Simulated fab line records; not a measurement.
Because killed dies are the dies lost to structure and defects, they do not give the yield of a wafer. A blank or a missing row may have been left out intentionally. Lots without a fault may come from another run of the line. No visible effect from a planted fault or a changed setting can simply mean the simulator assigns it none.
fab line records :: flow rit-cmos
[record]
  lots = 14
  wafers = 42
  last-day = 7
route steps=202 shown NLDD@105 M1@202
lots that met no fault: from a run of the same line without faults
start-h: hours from the record's opening day to when the first of the lot's shown wafers began :: wait-h: time in hours since the lot's previous step :: " same as the row above :: L1.1+2: one row covering several wafers at once :: - either no value or no given start :: * or withheld: withheld :: < > ~ a bound
route shown NAME@n: NAME is a module with steps in the file, n the number in the route of the first one :: usual: mean/standard deviation of fault-free wafers :: same: alike in all rows :: chamber/n: place in a boat :: sites: readings site by site :: _std_site: how widely they spread, as a standard deviation :: _edge_site: mean of outer sites minus mean of inner sites :: radius-mm: for every site, how far away it sits from the centre of the wafer :: mask NAME#n: copy n :: behind: the tool/chamber that last shaped the wafer :: hold: reason for holding the lot/hours on hold/outcome of the hold :: device: names the non-switching transistor (n, p or np) :: end of line: the route-end tests of the same wafers :: step lacking rows: just its recipe :: killed: the dies lost at the first sort to structure and to defects; this is not the yield of the wafer :: map: the dies of a wafer, with x for killed, . for not killed, _ for no die there
set.NAME: the setting the step ran with; set.NAME@STEP: the setting that earlier step ran with :: model.NAME: the simulator's own value behind a step, which no gauge read
the route's steps for a sample of lots (tables are steps, rows are wafers)
[[steps]]
[step RIT_NLDD_SOFTBAKE_02]
[recipe]
  resist = NOVOLAK
  temp-c = 90
  time-s = 60
[usual]
  heater-power-total-W = 34.56/0.051
  plate-temp-C = 89.95/0.11
  resist-line-temp-C = 23.00/0.088
lot.wafer: L252.1
tool: litho-track-04
chamber: 0
start-h: 42.06
wait-h: 0.1
heater-power-total-W: 34.52
plate-temp-C: 89.84
resist-line-temp-C: 22.93

lot.wafer: L252.2
tool: litho-track-04
chamber: 0
start-h: 42.06
wait-h: 0.1
heater-power-total-W: 34.50
plate-temp-C: 90.09
resist-line-temp-C: 22.86

lot.wafer: L252.3
tool: litho-track-04
chamber: 0
start-h: 42.06
wait-h: 0.1
heater-power-total-W: 34.59
plate-temp-C: 90.00
resist-line-temp-C: 22.87

lot.wafer: L253.2
tool: litho-track-04
chamber: 0
start-h: 45.03
wait-h: 0.1
heater-power-total-W: 34.60
plate-temp-C: 89.79
resist-line-temp-C: 23.07

lot.wafer: L253.3
tool: litho-track-04
chamber: 0
start-h: 45.03
wait-h: 0.1
heater-power-total-W: 34.63
plate-temp-C: 89.89
resist-line-temp-C: 23.08

lot.wafer: L253.4
tool: litho-track-04
chamber: 0
start-h: 45.03
wait-h: 0.1
heater-power-total-W: 34.55
plate-temp-C: 89.88
resist-line-temp-C: 23.10

lot.wafer: L254.1
tool: litho-track-02
chamber: 0
start-h: 52.14
wait-h: 0.1
heater-power-total-W: 34.53
plate-temp-C: 89.91
resist-line-temp-C: 23.12

lot.wafer: L254.2
tool: litho-track-02
chamber: 0
start-h: 52.14
wait-h: 0.1
heater-power-total-W: 34.53
plate-temp-C: 90.02
resist-line-temp-C: 22.95

lot.wafer: L254.5
tool: litho-track-02
chamber: 0
start-h: 52.14
wait-h: 0.1
heater-power-total-W: 34.52
plate-temp-C: 89.90
resist-line-temp-C: 23.10

lot.wafer: L255.1
tool: litho-track-04
chamber: 0
start-h: 56.25
wait-h: 0.1
heater-power-total-W: 34.46
plate-temp-C: 90.02
resist-line-temp-C: 22.90

lot.wafer: L255.2
tool: litho-track-04
chamber: 0
start-h: 56.25
wait-h: 0.1
heater-power-total-W: 34.56
plate-temp-C: 89.76
resist-line-temp-C: 23.02

lot.wafer: L255.6
tool: litho-track-04
chamber: 0
start-h: 56.25
wait-h: 0.1
heater-power-total-W: 34.47
plate-temp-C: 90.10
resist-line-temp-C: 22.85

lot.wafer: L257.1
tool: litho-track-04
chamber: 0
start-h: 66.29
wait-h: 0.1
heater-power-total-W: 34.55
plate-temp-C: 89.96
resist-line-temp-C: 22.97

lot.wafer: L257.3
tool: litho-track-04
chamber: 0
start-h: 66.29
wait-h: 0.1
heater-power-total-W: 34.54
plate-temp-C: 90.15
resist-line-temp-C: 22.98

lot.wafer: L257.4
tool: litho-track-04
chamber: 0
start-h: 66.29
wait-h: 0.1
heater-power-total-W: 34.54
plate-temp-C: 89.96
resist-line-temp-C: 22.88

lot.wafer: L260.1
tool: litho-track-03
chamber: 0
start-h: 80.13
wait-h: 0.1
heater-power-total-W: 34.64
plate-temp-C: 90.03
resist-line-temp-C: 22.95

lot.wafer: L260.3
tool: litho-track-03
chamber: 0
start-h: 80.13
wait-h: 0.1
heater-power-total-W: 34.58
plate-temp-C: 89.89
resist-line-temp-C: 23.01

lot.wafer: L260.6
tool: litho-track-03
chamber: 0
start-h: 80.13
wait-h: 0.1
heater-power-total-W: 34.55
plate-temp-C: 89.88
resist-line-temp-C: 22.94

lot.wafer: L261.1
tool: litho-track-04
chamber: 0
start-h: 86.69
wait-h: 0.1
heater-power-total-W: 34.97
plate-temp-C: 90.50
resist-line-temp-C: 22.84

lot.wafer: L261.4
tool: litho-track-04
chamber: 0
start-h: 86.69
wait-h: 0.1
heater-power-total-W: 34.94
plate-temp-C: 90.59
resist-line-temp-C: 22.94

lot.wafer: L261.5
tool: litho-track-04
chamber: 0
start-h: 86.69
wait-h: 0.1
heater-power-total-W: 35.01
plate-temp-C: 90.63
resist-line-temp-C: 22.93

lot.wafer: L263.1
tool: litho-track-04
chamber: 0
start-h: 95.08
wait-h: 0.1
heater-power-total-W: 34.98
plate-temp-C: 90.49
resist-line-temp-C: 22.94

lot.wafer: L263.4
tool: litho-track-04
chamber: 0
start-h: 95.08
wait-h: 0.1
heater-power-total-W: 34.99
plate-temp-C: 90.75
resist-line-temp-C: 23.05

lot.wafer: L263.5
tool: litho-track-04
chamber: 0
start-h: 95.08
wait-h: 0.1
heater-power-total-W: 34.97
plate-temp-C: 90.72
resist-line-temp-C: 22.97

lot.wafer: L266.2
tool: litho-track-03
chamber: 0
start-h: 111.34
wait-h: 0.1
heater-power-total-W: 34.56
plate-temp-C: 90.13
resist-line-temp-C: 23.08

lot.wafer: L266.3
tool: litho-track-03
chamber: 0
start-h: 111.34
wait-h: 0.1
heater-power-total-W: 34.60
plate-temp-C: 89.90
resist-line-temp-C: 22.96

lot.wafer: L266.6
tool: litho-track-03
chamber: 0
start-h: 111.34
wait-h: 0.1
heater-power-total-W: 34.56
plate-temp-C: 90.13
resist-line-temp-C: 23.02

lot.wafer: L268.2
tool: litho-track-02
chamber: 0
start-h: 120.61
wait-h: 0.1
heater-power-total-W: 34.51
plate-temp-C: 89.87
resist-line-temp-C: 23.07

lot.wafer: L268.3
tool: litho-track-02
chamber: 0
start-h: 120.61
wait-h: 0.1
heater-power-total-W: 34.51
plate-temp-C: 89.96
resist-line-temp-C: 22.91

lot.wafer: L268.4
tool: litho-track-02
chamber: 0
start-h: 120.61
wait-h: 0.1
heater-power-total-W: 34.55
plate-temp-C: 89.96
resist-line-temp-C: 22.95

lot.wafer: L269.2
tool: litho-track-03
chamber: 0
start-h: 126.26
wait-h: 0.1
heater-power-total-W: 34.59
plate-temp-C: 89.98
resist-line-temp-C: 22.93

lot.wafer: L269.3
tool: litho-track-03
chamber: 0
start-h: 126.26
wait-h: 0.1
heater-power-total-W: 34.58
plate-temp-C: 90.02
resist-line-temp-C: 23.10

lot.wafer: L269.6
tool: litho-track-03
chamber: 0
start-h: 126.26
wait-h: 0.1
heater-power-total-W: 34.50
plate-temp-C: 89.75
resist-line-temp-C: 22.90

lot.wafer: L272.1
tool: litho-track-03
chamber: 0
start-h: 143.03
wait-h: 0.1
heater-power-total-W: 34.42
plate-temp-C: 89.90
resist-line-temp-C: 23.03

lot.wafer: L272.4
tool: litho-track-03
chamber: 0
start-h: 143.03
wait-h: 0.1
heater-power-total-W: 34.59
plate-temp-C: 89.98
resist-line-temp-C: 22.86

lot.wafer: L272.6
tool: litho-track-03
chamber: 0
start-h: 143.03
wait-h: 0.1
heater-power-total-W: 34.54
plate-temp-C: 89.79
resist-line-temp-C: 22.95

lot.wafer: L273.2
tool: litho-track-02
chamber: 0
start-h: 147.59
wait-h: 0.1
heater-power-total-W: 34.58
plate-temp-C: 89.92
resist-line-temp-C: 23.03

lot.wafer: L273.3
tool: litho-track-02
chamber: 0
start-h: 147.59
wait-h: 0.1
heater-power-total-W: 34.53
plate-temp-C: 90.26
resist-line-temp-C: 22.93

lot.wafer: L273.4
tool: litho-track-02
chamber: 0
start-h: 147.59
wait-h: 0.1
heater-power-total-W: 34.61
plate-temp-C: 90.02
resist-line-temp-C: 22.99

lot.wafer: L275.3
tool: litho-track-02
chamber: 0
start-h: 160.01
wait-h: 0.1
heater-power-total-W: 34.63
plate-temp-C: 89.95
resist-line-temp-C: 23.03

lot.wafer: L275.4
tool: litho-track-02
chamber: 0
start-h: 160.01
wait-h: 0.1
heater-power-total-W: 34.58
plate-temp-C: 89.96
resist-line-temp-C: 23.06

lot.wafer: L275.6
tool: litho-track-02
chamber: 0
start-h: 160.01
wait-h: 0.1
heater-power-total-W: 34.57
plate-temp-C: 89.95
resist-line-temp-C: 23.20
[step RIT_M1_PROBE_99]
[usual]
  killed-at-contacts = 0.1/0.24
  killed-at-front-end = 7/3
  killed-dies = 7/3
  killed-on-rim = 1.9/1.4
  killed-open = 3.2/1.8
  killed-short = 3.5/2.1
[same]
  gross-dies = 264
  killed_at_M0_to_M3 = 0
  killed_at_M4_up = 0
  killed-at-back-side = 0
  killed-at-other = 0
lot.wafer: L252.1
tool: prober-01
chamber: -
start-h: 58.78
wait-h: 0.1
killed-at-contacts: 0
killed-at-front-end: 8
killed-dies: 8
killed-on-rim: 2
killed-open: 4
killed-short: 4

lot.wafer: L252.2
tool: prober-01
chamber: -
start-h: 58.83
wait-h: 0.1
killed-at-contacts: 0
killed-at-front-end: 7
killed-dies: 7
killed-on-rim: 1
killed-open: 5
killed-short: 2

lot.wafer: L252.3
tool: prober-01
chamber: -
start-h: 58.88
wait-h: 0.2
killed-at-contacts: 1
killed-at-front-end: 8
killed-dies: 9
killed-on-rim: 4
killed-open: 2
killed-short: 7

lot.wafer: L253.2
tool: prober-02
chamber: -
start-h: 61.44
wait-h: 0.1
killed-at-contacts: 0
killed-at-front-end: 8
killed-dies: 8
killed-on-rim: 2
killed-open: 2
killed-short: 6

lot.wafer: L253.3
tool: prober-02
chamber: -
start-h: 61.49
wait-h: 0.2
killed-at-contacts: 0
killed-at-front-end: 9
killed-dies: 9
killed-on-rim: 2
killed-open: 5
killed-short: 4

lot.wafer: L253.4
tool: prober-02
chamber: -
start-h: 61.54
wait-h: 0.2
killed-at-contacts: 0
killed-at-front-end: 5
killed-dies: 5
killed-on-rim: 2
killed-open: 2
killed-short: 3

lot.wafer: L254.1
tool: prober-01
chamber: -
start-h: 68.54
wait-h: 0.1
killed-at-contacts: 0
killed-at-front-end: 2
killed-dies: 2
killed-on-rim: 2
killed-open: 1
killed-short: 1

lot.wafer: L254.2
tool: prober-01
chamber: -
start-h: 68.59
wait-h: 0.1
killed-at-contacts: 0
killed-at-front-end: 6
killed-dies: 6
killed-on-rim: 2
killed-open: 1
killed-short: 5

lot.wafer: L254.5
tool: prober-01
chamber: -
start-h: 68.74
wait-h: 0.2
killed-at-contacts: 0
killed-at-front-end: 2
killed-dies: 2
killed-on-rim: 0
killed-open: 2
killed-short: 0

lot.wafer: L255.1
tool: prober-02
chamber: -
start-h: 72.96
wait-h: 0.1
killed-at-contacts: 1
killed-at-front-end: 6
killed-dies: 7
killed-on-rim: 3
killed-open: 4
killed-short: 3

lot.wafer: L255.2
tool: prober-02
chamber: -
start-h: 73.01
wait-h: 0.1
killed-at-contacts: 0
killed-at-front-end: 6
killed-dies: 6
killed-on-rim: 1
killed-open: 2
killed-short: 4

lot.wafer: L255.6
tool: prober-02
chamber: -
start-h: 73.21
wait-h: 0.2
killed-at-contacts: 0
killed-at-front-end: 9
killed-dies: 9
killed-on-rim: 3
killed-open: 5
killed-short: 4

lot.wafer: L257.1
tool: prober-01
chamber: -
start-h: 82.47
wait-h: 0.1
killed-at-contacts: 0
killed-at-front-end: 5
killed-dies: 5
killed-on-rim: 2
killed-open: 3
killed-short: 2

lot.wafer: L257.3
tool: prober-01
chamber: -
start-h: 82.57
wait-h: 0.2
killed-at-contacts: 0
killed-at-front-end: 6
killed-dies: 6
killed-on-rim: 1
killed-open: 3
killed-short: 3

lot.wafer: L257.4
tool: prober-01
chamber: -
start-h: 82.62
wait-h: 0.2
killed-at-contacts: 0
killed-at-front-end: 6
killed-dies: 6
killed-on-rim: 5
killed-open: 1
killed-short: 5

lot.wafer: L260.1
tool: prober-02
chamber: -
start-h: 96.64
wait-h: 0.1
killed-at-contacts: 0
killed-at-front-end: 4
killed-dies: 4
killed-on-rim: 2
killed-open: 2
killed-short: 2

lot.wafer: L260.3
tool: prober-02
chamber: -
start-h: 96.74
wait-h: 0.2
killed-at-contacts: 0
killed-at-front-end: 6
killed-dies: 6
killed-on-rim: 2
killed-open: 4
killed-short: 2

lot.wafer: L260.6
tool: prober-02
chamber: -
start-h: 96.89
wait-h: 0.2
killed-at-contacts: 0
killed-at-front-end: 8
killed-dies: 8
killed-on-rim: 1
killed-open: 6
killed-short: 2

lot.wafer: L261.1
tool: prober-01
chamber: -
start-h: 102.66
wait-h: 0.1
killed-at-contacts: 0
killed-at-front-end: 5
killed-dies: 5
killed-on-rim: 4
killed-open: 3
killed-short: 2

lot.wafer: L261.4
tool: prober-01
chamber: -
start-h: 102.81
wait-h: 0.2
killed-at-contacts: 0
killed-at-front-end: 6
killed-dies: 6
killed-on-rim: 4
killed-open: 2
killed-short: 4

lot.wafer: L261.5
tool: prober-01
chamber: -
start-h: 102.86
wait-h: 0.2
killed-at-contacts: 0
killed-at-front-end: 13
killed-dies: 13
killed-on-rim: 2
killed-open: 6
killed-short: 7

lot.wafer: L263.1
tool: prober-01
chamber: -
start-h: 111.73
wait-h: 0.1
killed-at-contacts: 0
killed-at-front-end: 6
killed-dies: 6
killed-on-rim: 3
killed-open: 2
killed-short: 4

lot.wafer: L263.4
tool: prober-01
chamber: -
start-h: 111.88
wait-h: 0.2
killed-at-contacts: 0
killed-at-front-end: 5
killed-dies: 5
killed-on-rim: 2
killed-open: 2
killed-short: 3

lot.wafer: L263.5
tool: prober-01
chamber: -
start-h: 111.93
wait-h: 0.2
killed-at-contacts: 0
killed-at-front-end: 3
killed-dies: 3
killed-on-rim: 1
killed-open: 2
killed-short: 1

lot.wafer: L266.2
tool: prober-02
chamber: -
start-h: 128.62
wait-h: 0.1
killed-at-contacts: 0
killed-at-front-end: 8
killed-dies: 8
killed-on-rim: 4
killed-open: 4
killed-short: 4

lot.wafer: L266.3
tool: prober-02
chamber: -
start-h: 128.67
wait-h: 0.2
killed-at-contacts: 0
killed-at-front-end: 6
killed-dies: 6
killed-on-rim: 0
killed-open: 3
killed-short: 3

lot.wafer: L266.6
tool: prober-02
chamber: -
start-h: 128.82
wait-h: 0.2
killed-at-contacts: 0
killed-at-front-end: 4
killed-dies: 4
killed-on-rim: 1
killed-open: 1
killed-short: 3

lot.wafer: L268.2
tool: prober-02
chamber: -
start-h: 139.36
wait-h: 0.1
killed-at-contacts: 0
killed-at-front-end: 7
killed-dies: 7
killed-on-rim: 3
killed-open: 3
killed-short: 4

lot.wafer: L268.3
tool: prober-02
chamber: -
start-h: 139.41
wait-h: 0.2
killed-at-contacts: 0
killed-at-front-end: 7
killed-dies: 7
killed-on-rim: 2
killed-open: 3
killed-short: 4

lot.wafer: L268.4
tool: prober-02
chamber: -
start-h: 139.46
wait-h: 0.2
killed-at-contacts: 1
killed-at-front-end: 5
killed-dies: 6
killed-on-rim: 2
killed-open: 1
killed-short: 5

lot.wafer: L269.2
tool: prober-01
chamber: -
start-h: 142.28
wait-h: 0.1
killed-at-contacts: 0
killed-at-front-end: 15
killed-dies: 15
killed-on-rim: 2
killed-open: 8
killed-short: 7

lot.wafer: L269.3
tool: prober-01
chamber: -
start-h: 142.33
wait-h: 0.2
killed-at-contacts: 0
killed-at-front-end: 12
killed-dies: 12
killed-on-rim: 1
killed-open: 5
killed-short: 7

lot.wafer: L269.6
tool: prober-01
chamber: -
start-h: 142.48
wait-h: 0.2
killed-at-contacts: 0
killed-at-front-end: 7
killed-dies: 7
killed-on-rim: 5
killed-open: 3
killed-short: 4

lot.wafer: L272.1
tool: prober-02
chamber: -
start-h: 159.47
wait-h: 0.1
killed-at-contacts: 0
killed-at-front-end: 7
killed-dies: 7
killed-on-rim: 3
killed-open: 4
killed-short: 3

lot.wafer: L272.4
tool: prober-02
chamber: -
start-h: 159.62
wait-h: 0.2
killed-at-contacts: 0
killed-at-front-end: 11
killed-dies: 11
killed-on-rim: 1
killed-open: 4
killed-short: 7

lot.wafer: L272.6
tool: prober-02
chamber: -
start-h: 159.72
wait-h: 0.2
killed-at-contacts: 0
killed-at-front-end: 7
killed-dies: 7
killed-on-rim: 4
killed-open: 2
killed-short: 5

lot.wafer: L273.2
tool: prober-01
chamber: -
start-h: 163.77
wait-h: 0.1
killed-at-contacts: 0
killed-at-front-end: 5
killed-dies: 5
killed-on-rim: 0
killed-open: 4
killed-short: 1

lot.wafer: L273.3
tool: prober-01
chamber: -
start-h: 163.82
wait-h: 0.2
killed-at-contacts: 0
killed-at-front-end: 6
killed-dies: 6
killed-on-rim: 2
killed-open: 2
killed-short: 4

lot.wafer: L273.4
tool: prober-01
chamber: -
start-h: 163.87
wait-h: 0.2
killed-at-contacts: 1
killed-at-front-end: 5
killed-dies: 6
killed-on-rim: 2
killed-open: 3
killed-short: 3

lot.wafer: L275.3
tool: prober-01
chamber: -
start-h: 177.79
wait-h: 0.2
killed-at-contacts: 0
killed-at-front-end: 3
killed-dies: 3
killed-on-rim: 1
killed-open: 1
killed-short: 2

lot.wafer: L275.4
tool: prober-01
chamber: -
start-h: 177.84
wait-h: 0.2
killed-at-contacts: 0
killed-at-front-end: 3
killed-dies: 3
killed-on-rim: 1
killed-open: 2
killed-short: 1

lot.wafer: L275.6
tool: prober-01
chamber: -
start-h: 177.94
wait-h: 0.2
killed-at-contacts: 0
killed-at-front-end: 8
killed-dies: 8
killed-on-rim: 1
killed-open: 5
killed-short: 3
// killed by level:class
L252.1 FOX1:geometric-particle:short=2 FOX1:geometric-particle:open=2 GATE:geometric-particle:open=2 ACTIVE:geometric-particle:short=1 SPACER:geometric-particle:short=1
L252.2 SPACER:geometric-particle:open=3 FOX1:geometric-particle:open=2 GATE:geometric-particle:short=1 SPACER:geometric-particle:short=1
L252.3 GATE:geometric-particle:short=3 FOX1:geometric-particle:short=2 SPACER:geometric-particle:short=2 SPACER:geometric-particle:open=1 CONTACT:geometric-particle:open=1
L253.2 GATE:geometric-particle:short=5 FOX2:geometric-particle:open=1 SPACER:geometric-particle:open=1 SILICIDE:geometric-particle:short=1
L253.3 GATE:geometric-particle:open=3 SPACER:geometric-particle:open=2 FOX1:geometric-particle:short=1 FOX2:geometric-particle:short=1 GATE:geometric-particle:short=1 REOX:geometric-particle:short=1
L253.4 GATE:geometric-particle:open=2 FOX1:geometric-particle:short=1 FOX2:geometric-particle:short=1 SPACER:geometric-particle:short=1
L254.1 GATE:geometric-particle:short=1 GATE:geometric-particle:open=1
L254.2 SPACER:geometric-particle:short=3 FOX2:geometric-particle:short=1 GATE:geometric-particle:short=1 REOX:geometric-particle:open=1
L254.5 FOX2:geometric-particle:open=1 REOX:geometric-particle:open=1
L255.1 FOX1:geometric-particle:open=3 FOX2:geometric-particle:short=1 GATE:geometric-particle:open=1 GATE:geometric-particle:short=1 CONTACT:geometric-particle:short=1
L255.2 FOX1:geometric-particle:open=1 FOX1:geometric-particle:short=1 FOX2:geometric-particle:short=1 GATE:geometric-particle:open=1 SPACER:geometric-particle:short=1 SILICIDE:geometric-particle:short=1
L255.6 FOX1:geometric-particle:open=2 GATE:geometric-particle:open=2 GATE:geometric-particle:short=2 FOX1:geometric-particle:short=1 SPACER:geometric-particle:open=1 SILICIDE:geometric-particle:short=1
L257.1 REOX:geometric-particle:short=2 REOX:geometric-particle:open=2 GATE:geometric-particle:open=1
L257.3 GATE:geometric-particle:open=2 FOX1:geometric-particle:open=1 FOX1:geometric-particle:short=1 GATE:geometric-particle:short=1 REOX:geometric-particle:short=1
L257.4 GATE:geometric-particle:short=2 FOX1:geometric-particle:short=1 REOX:geometric-particle:open=1 REOX:geometric-particle:short=1 SPACER:geometric-particle:short=1
L260.1 SILICIDE:geometric-particle:short=2 FOX1:geometric-particle:open=1 GATE:geometric-particle:open=1
L260.3 GATE:geometric-particle:open=2 GATE:geometric-particle:short=2 FOX1:geometric-particle:open=1 SPACER:geometric-particle:open=1
L260.6 GATE:geometric-particle:open=2 REOX:geometric-particle:open=2 GATE:geometric-particle:short=1 REOX:geometric-particle:short=1 SPACER:geometric-particle:open=1 SILICIDE:geometric-particle:open=1
L261.1 SILICIDE:geometric-particle:open=2 FOX1:geometric-particle:short=1 FOX1:geometric-particle:open=1 REOX:geometric-particle:short=1
L261.4 SPACER:geometric-particle:short=2 SILICIDE:geometric-particle:open=2 FOX1:geometric-particle:short=1 GATE:geometric-particle:short=1
L261.5 FOX1:geometric-particle:short=5 GATE:geometric-particle:open=4 REOX:geometric-particle:open=2 FOX2:geometric-particle:short=1 SILICIDE:geometric-particle:short=1
L263.1 REOX:geometric-particle:open=2 FOX1:geometric-particle:short=1 FOX2:geometric-particle:short=1 GATE:geometric-particle:short=1 SILICIDE:geometric-particle:short=1
L263.4 GATE:geometric-particle:short=2 GATE:geometric-particle:open=1 SPACER:geometric-particle:open=1 SILICIDE:geometric-particle:short=1
L263.5 GATE:geometric-particle:open=1 REOX:geometric-particle:short=1 SPACER:geometric-particle:open=1
L266.2 GATE:geometric-particle:short=2 SPACER:geometric-particle:short=2 GATE:geometric-particle:open=1 REOX:geometric-particle:open=1 SPACER:geometric-particle:open=1 SILICIDE:geometric-particle:open=1
L266.3 GATE:geometric-particle:short=3 SPACER:geometric-particle:open=2 GATE:geometric-particle:open=1
L266.6 REOX:geometric-particle:short=2 GATE:geometric-particle:short=1 REOX:geometric-particle:open=1
L268.2 SILICIDE:geometric-particle:short=2 FOX1:geometric-particle:open=1 FOX1:geometric-particle:short=1 GATE:geometric-particle:open=1 REOX:geometric-particle:open=1 REOX:geometric-particle:short=1
L268.3 FOX1:geometric-particle:short=2 GATE:geometric-particle:open=2 GATE:geometric-particle:short=1 SILICIDE:geometric-particle:short=1 SILICIDE:geometric-particle:open=1
L268.4 SILICIDE:geometric-particle:short=2 ACTIVE:geometric-particle:short=1 GATE:geometric-particle:short=1 SILICIDE:geometric-particle:open=1 CONTACT:geometric-particle:short=1
L269.2 FOX1:geometric-particle:open=3 REOX:geometric-particle:short=3 FOX1:geometric-particle:short=2 REOX:geometric-particle:open=2 SPACER:geometric-particle:open=2 GATE:geometric-particle:short=1 SPACER:geometric-particle:short=1 SILICIDE:geometric-particle:open=1
L269.3 FOX1:geometric-particle:short=3 FOX1:geometric-particle:open=3 REOX:geometric-particle:short=2 GATE:geometric-particle:short=1 REOX:geometric-particle:open=1 SPACER:geometric-particle:short=1 SILICIDE:geometric-particle:open=1
L269.6 GATE:geometric-particle:open=2 REOX:geometric-particle:short=2 FOX1:geometric-particle:short=1 FOX1:geometric-particle:open=1 GATE:geometric-particle:short=1
L272.1 GATE:geometric-particle:short=3 GATE:geometric-particle:open=2 SILICIDE:geometric-particle:open=2
L272.4 FOX1:geometric-particle:short=2 SILICIDE:geometric-particle:short=2 FOX1:geometric-particle:open=1 FOX2:geometric-particle:short=1 GATE:geometric-particle:short=1 GATE:geometric-particle:open=1 REOX:geometric-particle:open=1 REOX:geometric-particle:short=1
L272.6 FOX1:geometric-particle:open=1 FOX2:geometric-particle:short=1 GATE:geometric-particle:short=1 REOX:geometric-particle:short=1 SPACER:geometric-particle:short=1 SILICIDE:geometric-particle:short=1 SILICIDE:geometric-particle:open=1
L273.2 FOX2:geometric-particle:open=2 FOX1:geometric-particle:short=1 FOX1:geometric-particle:open=1 SPACER:geometric-particle:open=1
L273.3 FOX1:geometric-particle:short=1 GATE:geometric-particle:short=1 REOX:geometric-particle:open=1 SPACER:geometric-particle:open=1 SPACER:geometric-particle:short=1 SILICIDE:geometric-particle:short=1
L273.4 GATE:geometric-particle:open=2 FOX1:geometric-particle:open=1 GATE:geometric-particle:short=1 SPACER:geometric-particle:short=1 CONTACT:geometric-particle:short=1
L275.3 FOX1:geometric-particle:open=1 GATE:geometric-particle:short=1 REOX:geometric-particle:short=1
L275.4 SPACER:geometric-particle:open=1 SILICIDE:geometric-particle:open=1 SILICIDE:geometric-particle:short=1
L275.6 GATE:geometric-particle:open=2 REOX:geometric-particle:short=2 REOX:geometric-particle:open=2 FOX1:geometric-particle:open=1 GATE:geometric-particle:short=1
[[key]]
[first-sign]
  step = RIT_NLDD_SOFTBAKE_02
  reading = heater-power-total-W
  direction = up
  sigmas = 8.1
  usual = 34.56
  struck = 34.98
[effect]
  step = RIT_NLDD_SOFTBAKE_02
  reading = plate-temp-C
  direction = up
  sigmas = 6.1
  usual = *
  struck = *
met-at RIT_NLDD_SOFTBAKE_02
struck-lots L261,L263
tester-left-out L261,L263
onset-between 66.29 86.69
[fault]
  kind = process-parameter-drift
  tool = litho-track-04
  chamber = -
  onset-h = 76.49
  steps = RIT_NLDD_SOFTBAKE_02
  channel = temp-c
  offset = *
  shape = step
  end-h = 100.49
  acts-in = *
  stated = *
// tester-left-out: of these lots the tester's yield and bins aren't shown, on N5 and GAA mostly nor the transistor test; their killed dies are dies lost to structure and defects alone, not to doping, threshold or leakage, so they don't give the yield
